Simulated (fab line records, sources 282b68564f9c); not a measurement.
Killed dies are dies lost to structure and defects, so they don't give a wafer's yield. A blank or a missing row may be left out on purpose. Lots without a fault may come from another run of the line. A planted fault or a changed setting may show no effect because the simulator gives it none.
fab line records | flow rit_cmos
record lots=5 wafers=15 last_day=7
route steps=202 shown PWELL@48 WELLDRIVE@50 NWELL@51 NRETRO@53 PRETRO@64 GATE@75 FOX2@80
lots that met no fault: from a run of the same line without faults
start_h: hours from the record's first day to the start of the lot's first wafer shown | wait_h: hours since the lot's step before | " the same as in the row above | L1.1+2: a row that stands for several wafers | - no value, or no start given | * or withheld: withheld | < > ~ a bound
route shown NAME@n: a module of which the file shows steps, and the number in the route of the first | usual: mean/standard deviation of fault-free wafers | same: alike in all rows | chamber/n: place in a boat | sites: the reading at each site | _std_site: their standard deviation | _edge_site: outer sites' mean less inner sites' | radius_mm: how far each site lies from the wafer's centre | mask NAME#n: copy n | behind: the tool/chamber that last shaped the wafer | hold: why the lot was held/for how many hours/how that ended | device: the transistor (n, p or np) that didn't switch | end of line: the same wafers' tests at the end of the route | a step without rows: its recipe alone | killed: dies lost to structure and defects at the first sort, not the wafer's yield | map: a wafer's dies, x killed, . not, _ none there
set.NAME: the setting as run; set.NAME@STEP: as run at that earlier step | model.NAME: the simulator's own value behind a step, which no gauge read
lots at some steps of the route; a table a step, a row a wafer
services: from which hour (start_h, from the record's first day; less than 0 if before it) a tool's chamber was out of use, for how many hours, and why
## steps
# step RIT_PWELL_STRIP_09
# recipe chemistry=O2 time_s=180 resist=NOVOLAK platen_temp_c=withheld power_w=500 pressure_mtorr=4000 o2_flow_sccm=4000
# usual chamber_pressure_mTorr=4000/3.7 drypump_motor_current_A=5.6/0.37
# columns lot.wafer tool chamber start_h wait_h chamber_pressure_mTorr drypump_motor_current_A rf_hours_counter_h
L075.2 plasma_asher-03 1 28.43 0.1 4003 5.5 38
L075.3 " 1 " " 3997 5.4 -
L075.5 " 0 " " 3998 5.1 -
L079.3 plasma_asher-04 1 49.43 0.1 3996 5.2 -
L079.4 " 0 " " 4007 6.1 -
L079.5 " 1 " " 3998 5.3 -
L090.2 plasma_asher-04 0 104.56 0.1 4001 6.1 31
L090.5 " 0 " " 4004 6.1 -
L090.6 " 1 " " 4002 5.3 -
L092.3 plasma_asher-03 1 114.97 0.1 4002 5.4 -
L092.5 " 0 " " 4001 5.1 -
L092.6 " 1 " " 3997 5.5 -
L094.1 plasma_asher-01 0 123.12 0.1 4006 5.9 1
L094.4 " 1 " " 4002 5.8 -
L094.6 " 1 " " 4005 5.8 -
# step RIT_PWELL_TW_MEAS_10
# usual PWELL_TW=950/5.6
# columns lot.wafer tool chamber start_h wait_h PWELL_TW
L075.2 film_metro-02 - 28.61 0.1 947
L075.3 " - " " 950
L075.5 " - " " 945
L079.3 film_metro-03 - 49.57 0.1 936
L079.4 " - " " 943
L079.5 " - " " 941
L090.2 film_metro-03 - 104.74 0.1 955
L090.5 " - " " 953
L090.6 " - " " 953
L092.3 film_metro-03 - 115.10 0.1 948
L092.5 " - " " 953
L092.6 " - " " 949
L094.1 film_metro-01 - 123.29 0.1 951
L094.4 " - " " 950
L094.6 " - " " 954
# step RIT_WELLDRIVE_ANNEAL_00
# recipe temp_c=1100 time_s=14700 ambient=N2
# columns lot.wafer tool chamber start_h wait_h
L075.2+3+5 furnace-04 0 28.66 0.0
L079.3+4+5 furnace-04 0 49.61 0.0
L090.2+5+6 furnace-04 0 104.79 0.0
L092.3+5+6 furnace-04 0 115.31 0.2
L094.1+4+6 furnace-02 0 123.35 0.1
# step RIT_WELLDRIVE_RS_MEAS_01
# recipe thk_meas_gauge=four-point-probe
# usual NWELL_RS=275.3/0.91
# columns lot.wafer tool chamber start_h wait_h NWELL_RS[ohm/sq]
L075.2 film_metro-03 - 33.77 0.0 274.9
L075.3 " - " " 275.4
L075.5 " - " " 274.5
L079.3 film_metro-01 - 54.73 0.0 275.6
L079.4 " - " " 276.4
L079.5 " - " " 276.1
L090.2 film_metro-03 - 109.90 0.0 275.7
L090.5 " - " " 276.5
L090.6 " - " " 275.6
L092.3 film_metro-02 - 120.43 0.0 275.8
L092.5 " - " " 275.2
L092.6 " - " " 274.7
L094.1 film_metro-02 - 128.43 0.0 273.8
L094.4 " - " " 274.7
L094.6 " - " " 274.3
# step RIT_WELLDRIVE_RS_MEAS_02
# recipe thk_meas_gauge=four-point-probe
# usual PWELL_RS=429.6/1.2
# columns lot.wafer tool chamber start_h wait_h PWELL_RS[ohm/sq]
L075.2 film_metro-03 - 33.89 0.1 429.3
L075.3 " - " " 429.1
L075.5 " - " " 428.8
L079.3 film_metro-01 - 54.85 0.1 429.0
L079.4 " - " " 431.3
L079.5 " - " " 431.3
L090.2 film_metro-03 - 110.02 0.1 428.1
L090.5 " - " " 429.3
L090.6 " - " " 428.8
L092.3 film_metro-02 - 120.55 0.1 430.3
L092.5 " - " " 429.2
L092.6 " - " " 431.0
L094.1 film_metro-02 - 128.55 0.1 427.4
L094.4 " - " " 428.6
L094.6 " - " " 428.3
# step RIT_NRETRO_HMDS_00
# recipe prime_time_s=60 prime_temp_c=140
# columns lot.wafer tool chamber start_h wait_h
L075.2+3+5 litho_track-03 0 34.01 0.1
L079.3+4+5 litho_track-01 0 54.98 0.1
L090.2+5+6 litho_track-03 0 110.15 0.1
L092.3+5+6 litho_track-03 0 120.68 0.1
L094.1+4+6 litho_track-04 0 128.67 0.1
# step RIT_NRETRO_COAT_01
# recipe resist=NOVOLAK spin_rpm=2000 resist_thk_nm=1300
# columns lot.wafer tool chamber start_h wait_h
L075.2+3+5 litho_track-03 0 34.16 0.1
L079.3+4+5 litho_track-01 0 55.13 0.1
L090.2+5+6 litho_track-03 0 110.30 0.1
L092.3+5+6 litho_track-03 0 120.83 0.1
L094.1+4+6 litho_track-04 0 128.82 0.1
# step RIT_NRETRO_SOFTBAKE_02
# recipe resist=NOVOLAK temp_c=90 time_s=60
# usual plate_temp_C=89.99/0.12
# columns lot.wafer tool chamber start_h wait_h plate_temp_C
L075.2 litho_track-03 0 34.31 0.1 89.81
L075.3 " 0 " " 90.15
L075.5 " 0 " " 90.08
L079.3 litho_track-01 0 55.28 0.1 90.09
L079.4 " 0 " " 90.24
L079.5 " 0 " " 89.92
L090.2 litho_track-03 0 110.45 0.1 89.93
L090.5 " 0 " " 90.27
L090.6 " 0 " " 90.10
L092.3 litho_track-03 0 120.98 0.1 89.93
L092.5 " 0 " " 89.97
L092.6 " 0 " " 90.16
L094.1 litho_track-04 0 128.97 0.1 89.93
L094.4 " 0 " " 90.03
L094.6 " 0 " " 90.09
# step RIT_NRETRO_EXPOSE_03
# recipe mask_id=M4 na=0.57 target_cd_nm=43900 dose_mj=250
# columns lot.wafer tool chamber start_h wait_h mask
L075.2+3+5 iline_stepper-02 0 34.45 0.1 M4#0
L079.3+4+5 iline_stepper-01 0 55.55 0.2 M4#0
L090.2+5+6 iline_stepper-01 0 110.60 0.1 M4#0
L092.3+5+6 iline_stepper-01 0 121.12 0.1 M4#0
L094.1+4+6 iline_stepper-01 0 129.25 0.2 M4#0
# step RIT_NRETRO_PEB_04
# recipe resist=NOVOLAK temp_c=withheld time_s=withheld
# columns lot.wafer tool chamber start_h wait_h
L075.2+3+5 litho_track-03 0 34.58 0.1
L079.3+4+5 litho_track-04 0 55.68 0.1
L090.2+5+6 litho_track-01 0 110.99 0.4
L092.3+5+6 litho_track-01 0 121.25 0.1
L094.1+4+6 litho_track-03 0 129.37 0.1
# step RIT_NRETRO_DEVELOP_05
# recipe resist=NOVOLAK develop_time_s=68 dev_temp_c=23
# columns lot.wafer tool chamber start_h wait_h
L075.2+3+5 litho_track-03 0 - -
L079.3+4+5 litho_track-04 0 - -
L090.2+5+6 litho_track-01 0 - -
L092.3+5+6 litho_track-01 0 - -
L094.1+4+6 litho_track-03 0 - -
# step RIT_NRETRO_OVL_MEAS_06
# usual NRETRO_OVL=0.3/1.5
# columns lot.wafer tool chamber start_h wait_h NRETRO_OVL[nm]
L075.2 overlay-01 - 34.87 - 1.4
L075.3 " - " " 2.5
L075.5 " - " " -0.5
L079.3 overlay-01 - 55.95 - 0.5
L079.4 " - " " 0.0
L079.5 " - " " -0.7
L090.2 overlay-01 - 111.28 - -0.1
L090.5 " - " " -0.2
L090.6 " - " " 1.0
L092.3 overlay-01 - 121.52 - -3.7
L092.5 " - " " -2.3
L092.6 " - " " -2.3
L094.1 overlay-01 - 129.68 - 3.0
L094.4 " - " " 0.5
L094.6 " - " " 2.4
# step RIT_NRETRO_HARDBAKE_07
# recipe resist=NOVOLAK temp_c=140 time_s=120
# usual plate_temp_C=139.96/0.13
# columns lot.wafer tool chamber start_h wait_h plate_temp_C
L075.2 litho_track-03 0 34.94 0.1 140.06
L075.3 " 0 " " 139.93
L075.5 " 0 " " 140.09
L079.3 litho_track-04 0 56.06 0.1 139.82
L079.4 " 0 " " 139.91
L079.5 " 0 " " 139.76
L090.2 litho_track-03 0 111.50 0.2 139.90
L090.5 " 0 " " 139.94
L090.6 " 0 " " 140.15
L092.3 litho_track-01 0 121.63 0.1 140.00
L092.5 " 0 " " 139.79
L092.6 " 0 " " 139.91
L094.1 litho_track-03 0 129.72 0.0 139.93
L094.4 " 0 " " 140.19
L094.6 " 0 " " 140.09
# step RIT_NRETRO_IMPLANT_08
# recipe species=P energy_kev=70 dose_cm2=1e+13 tilt_deg=7
# same implant_ion_amu=31
# columns lot.wafer tool chamber start_h wait_h
L075.2+3+5 implanter-03 0 35.18 0.2
L079.3+4+5 implanter-03 0 56.27 0.2
L090.2+5+6 implanter-04 0 111.73 0.2
L092.3+5+6 implanter-04 0 121.85 0.2
L094.1+4+6 implanter-04 0 129.97 0.2
# step RIT_NRETRO_STRIP_09
# recipe chemistry=O2 time_s=180 resist=NOVOLAK platen_temp_c=withheld power_w=500 pressure_mtorr=4000 o2_flow_sccm=4000
# usual chamber_pressure_mTorr=4000/3.6 drypump_motor_current_A=5.4/0.33
# columns lot.wafer tool chamber start_h wait_h chamber_pressure_mTorr drypump_motor_current_A rf_hours_counter_h
L075.2 plasma_asher-03 1 35.30 0.1 3998 5.5 38
L075.3 " 0 " " 3997 5.1 -
L075.5 " 0 " " 4000 5.1 -
L079.3 plasma_asher-03 0 56.43 0.1 4004 5.1 -
L079.4 " 1 " " 4006 5.4 -
L079.5 " 0 " " 3995 5.1 -
L090.2 plasma_asher-04 1 111.86 0.1 3999 5.3 32
L090.5 " 1 " " 4005 5.3 -
L090.6 " 0 " " 3997 6.2 -
L092.3 plasma_asher-02 1 122.01 0.1 4003 4.9 -
L092.5 " 1 " " 4001 4.9 -
L092.6 " 0 " " 4001 5.6 -
L094.1 plasma_asher-03 1 130.12 0.1 3994 5.5 49
L094.4 " 1 " " 3997 5.5 -
L094.6 " 1 " " 4006 5.5 -
# step RIT_NRETRO_TW_MEAS_10
# usual NRETRO_TW=1053/6.5
# columns lot.wafer tool chamber start_h wait_h NRETRO_TW
L075.2 film_metro-03 - 35.49 0.1 1046
L075.3 " - " " 1050
L075.5 " - " " 1051
L079.3 film_metro-02 - 56.57 0.1 1050
L079.4 " - " " 1051
L079.5 " - " " 1049
L090.2 film_metro-04 - 112.04 0.1 1050
L090.5 " - " " 1050
L090.6 " - " " 1054
L092.3 film_metro-04 - 122.14 0.1 1060
L092.5 " - " " 1061
L092.6 " - " " 1051
L094.1 film_metro-03 - 130.29 0.1 1049
L094.4 " - " " 1052
L094.6 " - " " 1048
# step RIT_PRETRO_HMDS_00
# recipe prime_time_s=60 prime_temp_c=140
# columns lot.wafer tool chamber start_h wait_h
L075.2+3+5 litho_track-01 0 35.56 0.1
L079.3+4+5 litho_track-01 0 56.66 0.1
L090.2+5+6 litho_track-02 0 112.12 0.1
L092.3+5+6 litho_track-01 0 122.23 0.1
L094.1+4+6 litho_track-02 0 130.50 0.2
# step RIT_PRETRO_COAT_01
# recipe resist=NOVOLAK spin_rpm=2000 resist_thk_nm=1300
# columns lot.wafer tool chamber start_h wait_h
L075.2+3+5 litho_track-01 0 35.71 0.1
L079.3+4+5 litho_track-01 0 56.81 0.1
L090.2+5+6 litho_track-02 0 112.27 0.1
L092.3+5+6 litho_track-01 0 122.38 0.1
L094.1+4+6 litho_track-02 0 130.65 0.1
# step RIT_PRETRO_SOFTBAKE_02
# recipe resist=NOVOLAK temp_c=90 time_s=60
# usual plate_temp_C=89.98/0.14
# columns lot.wafer tool chamber start_h wait_h plate_temp_C
L075.2 litho_track-01 0 35.86 0.1 89.82
L075.3 " 0 " " 89.88
L075.5 " 0 " " 89.97
L079.3 litho_track-01 0 56.96 0.1 90.03
L079.4 " 0 " " 89.99
L079.5 " 0 " " 90.08
L090.2 litho_track-02 0 112.42 0.1 89.78
L090.5 " 0 " " 90.06
L090.6 " 0 " " 89.82
L092.3 litho_track-01 0 122.53 0.1 89.86
L092.5 " 0 " " 89.96
L092.6 " 0 " " 89.94
L094.1 litho_track-02 0 130.80 0.1 89.93
L094.4 " 0 " " 90.12
L094.6 " 0 " " 90.10
# step RIT_PRETRO_EXPOSE_03
# recipe mask_id=M5 na=0.57 target_cd_nm=43700 dose_mj=250
# columns lot.wafer tool chamber start_h wait_h mask
L075.2+3+5 iline_stepper-02 0 36.01 0.1 M5#0
L079.3+4+5 iline_stepper-01 0 57.22 0.2 M5#0
L090.2+5+6 iline_stepper-02 0 112.56 0.1 M5#0
L092.3+5+6 iline_stepper-02 0 122.67 0.1 M5#0
L094.1+4+6 iline_stepper-01 0 131.08 0.2 M5#0
# step RIT_PRETRO_PEB_04
# recipe resist=NOVOLAK temp_c=withheld time_s=withheld
# columns lot.wafer tool chamber start_h wait_h
L075.2+3+5 litho_track-02 0 36.13 0.1
L079.3+4+5 litho_track-02 0 57.35 0.1
L090.2+5+6 litho_track-04 0 112.68 0.1
L092.3+5+6 litho_track-01 0 122.80 0.1
L094.1+4+6 litho_track-01 0 131.19 0.1
# step RIT_PRETRO_DEVELOP_05
# recipe resist=NOVOLAK develop_time_s=68 dev_temp_c=23
# columns lot.wafer tool chamber start_h wait_h
L075.2+3+5 litho_track-02 0 - -
L079.3+4+5 litho_track-02 0 - -
L090.2+5+6 litho_track-04 0 - -
L092.3+5+6 litho_track-01 0 - -
L094.1+4+6 litho_track-01 0 - -
# step RIT_PRETRO_OVL_MEAS_06
# usual PRETRO_OVL=-0.1/1.2
# columns lot.wafer tool chamber start_h wait_h PRETRO_OVL[nm]
L075.2 overlay-02 - 36.42 - -0.3
L075.3 " - " " 1.2
L075.5 " - " " 1.6
L079.3 overlay-02 - 57.63 - 1.0
L079.4 " - " " 0.1
L079.5 " - " " 2.0
L090.2 overlay-01 - 112.98 - -0.7
L090.5 " - " " -1.5
L090.6 " - " " -2.2
L092.3 overlay-02 - 123.08 - -2.3
L092.5 " - " " -1.5
L092.6 " - " " -1.3
L094.1 overlay-01 - 131.51 - -1.6
L094.4 " - " " -0.3
L094.6 " - " " 0.1
# step RIT_PRETRO_HARDBAKE_07
# recipe resist=NOVOLAK temp_c=140 time_s=120
# usual plate_temp_C=140.00/0.12
# columns lot.wafer tool chamber start_h wait_h plate_temp_C
L075.2 litho_track-04 0 36.49 0.1 140.08
L075.3 " 0 " " 140.21
L075.5 " 0 " " 140.05
L079.3 litho_track-01 0 57.73 0.1 140.15
L079.4 " 0 " " 139.98
L079.5 " 0 " " 140.05
L090.2 litho_track-04 0 113.05 0.1 140.08
L090.5 " 0 " " 140.02
L090.6 " 0 " " 140.01
L092.3 litho_track-02 0 123.35 0.3 139.81
L092.5 " 0 " " 139.83
L092.6 " 0 " " 139.67
L094.1 litho_track-02 0 131.54 0.0 140.34
L094.4 " 0 " " 140.22
L094.6 " 0 " " 140.09
# step RIT_PRETRO_IMPLANT_08
# recipe species=B energy_kev=45 dose_cm2=1.2e+13 tilt_deg=7
# same implant_ion_amu=11
# columns lot.wafer tool chamber start_h wait_h
L075.2+3+5 implanter-01 0 36.73 0.2
L079.3+4+5 implanter-01 0 57.95 0.2
L090.2+5+6 implanter-04 0 113.28 0.2
L092.3+5+6 implanter-04 0 123.56 0.2
L094.1+4+6 implanter-04 0 131.79 0.2
# step RIT_PRETRO_STRIP_09
# recipe chemistry=O2 time_s=180 resist=NOVOLAK platen_temp_c=withheld power_w=500 pressure_mtorr=4000 o2_flow_sccm=4000
# usual chamber_pressure_mTorr=4000/3.7 drypump_motor_current_A=5.4/0.35
# columns lot.wafer tool chamber start_h wait_h chamber_pressure_mTorr drypump_motor_current_A rf_hours_counter_h
L075.2 plasma_asher-02 0 36.85 0.1 3995 5.6 38
L075.3 " 1 " " 3998 4.9 -
L075.5 " 1 " " 4007 4.9 -
L079.3 plasma_asher-01 0 58.11 0.1 4011 5.9 -
L079.4 " 1 " " 4005 5.8 -
L079.5 " 1 " " 3998 5.8 -
L090.2 plasma_asher-03 1 113.41 0.1 4005 5.5 47
L090.5 " 1 " " 4001 5.5 -
L090.6 " 0 " " 4002 5.1 -
L092.3 plasma_asher-02 1 123.72 0.1 4002 4.9 -
L092.5 " 1 " " 3998 4.9 -
L092.6 " 0 " " 4001 5.6 -
L094.1 plasma_asher-03 0 131.94 0.1 3999 5.1 50
L094.4 " 0 " " 4002 5.2 -
L094.6 " 0 " " 4003 5.1 -
# step RIT_PRETRO_TW_MEAS_10
# usual PRETRO_TW=475.7/2.1
# columns lot.wafer tool chamber start_h wait_h PRETRO_TW
L075.2 film_metro-01 - 37.04 0.1 474.4
L075.3 " - " " 474.1
L075.5 " - " " 474.4
L079.3 film_metro-02 - 58.25 0.1 479.5
L079.4 " - " " 477.0
L079.5 " - " " 478.3
L090.2 film_metro-04 - 113.59 0.1 473.1
L090.5 " - " " 475.0
L090.6 " - " " 475.9
L092.3 film_metro-01 - 123.86 0.1 475.4
L092.5 " - " " 471.8
L092.6 " - " " 475.8
L094.1 film_metro-01 - 132.12 0.1 475.2
L094.4 " - " " 471.7
L094.6 " - " " 471.8
# step RIT_GATE_WET_ETCH_00
# recipe chemistry=BOE target=SiO2 target_depth_nm=56 time_s=60 dry=n2_spin dilution=10:1 temp_c=21.5
# usual bath_heat_duty_pct=1.7/0.34
# columns lot.wafer tool chamber start_h wait_h bath_heat_duty_pct
L075.2 wet_bench-04 2 37.09 0.0 1.4
L075.3 " 2 " " 1.8
L075.5 " 2 " " 2.2
L079.3 wet_bench-02 2 58.29 0.0 1.8
L079.4 " 2 " " 1.6
L079.5 " 2 " " 1.6
L090.2 wet_bench-03 2 113.64 0.0 1.0
L090.5 " 2 " " 2.0
L090.6 " 2 " " 2.1
L092.3 wet_bench-04 0 123.90 0.0 1.5
L092.5 " 0 " " 0.9
L092.6 " 0 " " 1.9
L094.1 wet_bench-03 1 132.18 0.1 1.8
L094.4 " 1 " " 1.3
L094.6 " 1 " " 2.1
# step RIT_GATE_CLEAN_01
# recipe chemistry=SC1 mix=3:3:50 time_s=600 temp_c=75
# usual bath_heat_duty_pct=15.9/1.1
# columns lot.wafer tool chamber start_h wait_h bath_heat_duty_pct
L075.2 wet_bench-02 0 37.11 0.0 14.8
L075.3 " 0 " " 15.2
L075.5 " 0 " " 15.8
L079.3 wet_bench-03 1 58.31 0.0 14.9
L079.4 " 1 " " 16.4
L079.5 " 1 " " 15.1
L090.2 wet_bench-04 2 113.67 0.0 16.4
L090.5 " 2 " " 14.6
L090.6 " 2 " " 15.8
L092.3 wet_bench-02 1 123.92 0.0 16.2
L092.5 " 1 " " 16.7
L092.6 " 1 " " 15.2
L094.1 wet_bench-02 2 132.21 0.0 13.9
L094.4 " 2 " " 15.9
L094.6 " 2 " " 16.1
# step RIT_GATE_CLEAN_02
# recipe chemistry=dHF dilution=50:1 time_s=30
# columns lot.wafer tool chamber start_h wait_h
L075.2+3+5 wet_bench-03 0 37.30 0.0
L079.3+4+5 wet_bench-04 3 58.49 0.0
L090.2+5+6 wet_bench-02 0 113.84 0.0
L092.3+5+6 wet_bench-03 3 124.10 0.0
L094.1+4+6 wet_bench-03 0 132.38 0.0
# step RIT_GATE_CLEAN_03
# recipe chemistry=SC2 mix=3:3:50 time_s=600 temp_c=75 dry=n2_spin
# usual bath_heat_duty_pct=16.3/1.2
# columns lot.wafer tool chamber start_h wait_h bath_heat_duty_pct
L075.2 wet_bench-04 1 37.32 0.0 17.8
L075.3 " 1 " " 17.9
L075.5 " 1 " " 17.1
L079.3 wet_bench-02 1 58.50 0.0 15.8
L079.4 " 1 " " 15.2
L079.5 " 1 " " 15.6
L090.2 wet_bench-03 2 113.86 0.0 14.9
L090.5 " 2 " " 15.1
L090.6 " 2 " " 15.3
L092.3 wet_bench-04 3 124.12 0.0 18.8
L092.5 " 3 " " 17.2
L092.6 " 3 " " 16.5
L094.1 wet_bench-02 0 132.40 0.0 14.9
L094.4 " 0 " " 14.5
L094.6 " 0 " " 14.9
# step RIT_GATE_CLEAN_04
# recipe chemistry=dHF dilution=50:1 time_s=60 dry=n2_spin
# columns lot.wafer tool chamber start_h wait_h
L075.2+3+5 wet_bench-02 2 37.49 0.0
L079.3+4+5 wet_bench-02 3 58.68 0.0
L090.2+5+6 wet_bench-04 1 114.03 0.0
L092.3+5+6 wet_bench-03 0 124.29 0.0
L094.1+4+6 wet_bench-03 2 132.57 0.0
# step RIT_FOX2_THK_MEAS_91
# recipe reads=SiO2_of_FOX2_OXIDATION_00
# usual FIELD_OXIDE_LEFT_2_THK=254/6.8
# columns lot.wafer tool chamber start_h wait_h FIELD_OXIDE_LEFT_2_THK[nm]
L075.2 film_metro-03 - 37.53 0.0 256
L075.3 " - " " 265
L075.5 " - " " 257
L079.3 film_metro-03 - 58.72 0.0 252
L079.4 " - " " 253
L079.5 " - " " 257
L090.2 film_metro-01 - 114.07 0.0 253
L090.5 " - " " 255
L090.6 " - " " 252
L092.3 film_metro-03 - 124.34 0.0 268
L092.5 " - " " 266
L092.6 " - " " 260
L094.1 film_metro-04 - 132.60 0.0 261
L094.4 " - " " 264
L094.6 " - " " 257
# step RIT_GATE_OXIDATION_05
# recipe temp_c=900 ambient=O2 target_thk_a=30 ox_time_s=270
# columns lot.wafer tool chamber start_h wait_h
L075.2+3+5 furnace-01 0 37.58 0.0
L079.3+4+5 furnace-01 0 59.10 0.4
L090.2+5+6 furnace-03 0 114.12 0.0
L092.3+5+6 furnace-01 0 124.38 0.0
L094.1+4+6 furnace-03 0 132.71 0.1
# step RIT_GATE_ANNEAL_06
# recipe temp_c=900 time_s=600 ambient=N2O
# columns lot.wafer tool chamber start_h wait_h
L075.2+3+5 furnace-03 0 38.78 0.1
L079.3+4+5 furnace-01 0 61.49 1.3
L090.2+5+6 furnace-02 0 115.64 0.4
L092.3+5+6 furnace-01 0 128.00 2.5
L094.1+4+6 furnace-02 0 133.78 0.0
# step RIT_GATE_THK_MEAS_07
# recipe reads=SiO2_of_GATE_OXIDATION_05
# usual GATE_OXIDE_THK=3.02/0.075
# columns lot.wafer tool chamber start_h wait_h GATE_OXIDE_THK[nm]
L075.2 film_metro-01 - 39.04 0.0 3.02
L075.3 " - " " 2.88
L075.5 " - " " 2.95
L079.3 film_metro-01 - 61.76 0.0 3.04
L079.4 " - " " 3.05
L079.5 " - " " 3.03
L090.2 film_metro-04 - 115.90 0.0 3.09
L090.5 " - " " 3.05
L090.6 " - " " 3.04
L092.3 film_metro-01 - 128.27 0.0 3.07
L092.5 " - " " 3.11
L092.6 " - " " 3.04
L094.1 film_metro-04 - 134.03 0.0 3.05
L094.4 " - " " 2.97
L094.6 " - " " 2.98
# step RIT_GATE_CVD_08
# recipe material=poly-Si target_thk_nm=250 temp_c=610 precursor=SiH4 time_s=2220 pressure_mtorr=300 sih4_flow_sccm=100
# columns lot.wafer tool chamber start_h wait_h
L075.2+3+5 lpcvd-02 0 39.09 0.0
L079.3+4+5 lpcvd-02 0 61.80 0.0
L090.2+5+6 lpcvd-02 1 115.95 0.0
L092.3+5+6 lpcvd-01 0 128.31 0.0
L094.1+4+6 lpcvd-01 0 134.09 0.1
## services
# columns tool chamber start_h hours kind
furnace-03 - 4.57 4.1 pm
furnace-04 - 6.28 3.2 pm
implanter-01 - 7.47 5.2 pm
iline_stepper-02 - 7.72 0.9 repair
wet_bench-03 - 10.26 0.8 repair
iline_stepper-01 - 16.19 2.0 repair
iline_stepper-02 0 39.55 - calibration
furnace-02 - 62.14 2.9 pm
furnace-02 - 65.08 3.3 pm
implanter-03 - 67.24 5.5 repair
iline_stepper-02 - 72.14 4.4 pm
implanter-04 - 72.57 1.8 repair
plasma_asher-02 - 75.76 0.5 repair
lpcvd-02 - 79.42 28.1 pm
furnace-04 - 80.28 2.5 repair
implanter-04 - 81.14 3.6 pm
plasma_asher-01 - 81.88 3.2 repair
furnace-01 - 102.05 4.2 pm
iline_stepper-02 - 102.30 0.7 repair
plasma_asher-01 - 108.75 9.0 pm
plasma_asher-01 - 110.76 0.7 repair
plasma_asher-02 - 124.14 9.8 repair
furnace-04 - 129.60 1.5 pm
implanter-04 - 132.80 1.8 repair
## key
fault none
